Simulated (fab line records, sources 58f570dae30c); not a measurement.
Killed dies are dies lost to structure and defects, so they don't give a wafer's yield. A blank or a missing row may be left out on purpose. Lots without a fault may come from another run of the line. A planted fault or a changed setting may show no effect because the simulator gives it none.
Chamber matching | flow berkeley_cmos170 | UCB170_GATE_ETCH_15 on rie_si-02: 4 sister chambers
The step etches poly-Si in HBr/Cl2, stops on SiO2, time 56.3 s, target depth 278.2 nm. 4 wafers are shown with their chamber, then 8 later ones without.

WAFERS WITH THEIR CHAMBER
wafer  | chamber | drypump_motor_current_A (A)
L251.2 | 0       | 4.8
L251.4 | 3       | 6.6
L253.1 | 2       | 4.9
L256.2 | 1       | 5.0

WAFERS WITHOUT THEIR CHAMBER
wafer  | drypump_motor_current_A (A)
L256.4 | 4.9
L256.5 | 5.1
L259.1 | 4.8
L259.3 | 5.0
L259.4 | 6.5
L260.1 | 6.5
L260.3 | 5.0
L260.5 | 4.9

WHICH CHAMBER EACH WENT THROUGH
wafer  | from the rows above          | in truth
L256.4 | can't be placed: 2 or 1 or 0 | 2
L256.5 | can't be placed: 1 or 2      | 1
L259.1 | can't be placed: 0 or 2      | 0
L259.3 | can't be placed: 1 or 2      | 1
L259.4 | 3                            | 3
L260.1 | 3                            | 3
L260.3 | can't be placed: 1 or 2      | 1
L260.5 | can't be placed: 2 or 1 or 0 | 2
Placed correctly: 2 of 8. Can't be placed from these rows: 6 (the true chamber is among the candidates in 6). Placed wrongly: 0.
How it was worked out, from the rows above alone: a wafer's distance from a chamber is the root of the sum, over the readings, of the square of ((its reading less the chamber's mean) divided by the reading's scatter). The wafer belongs to the nearest chamber; if the next one is less than 2 further off, it can't be placed. A chamber's mean is the mean of its shown wafers. The scatter: with one shown wafer a chamber, the root of the mean of the squares of how far each hidden wafer lies from its nearest shown one.
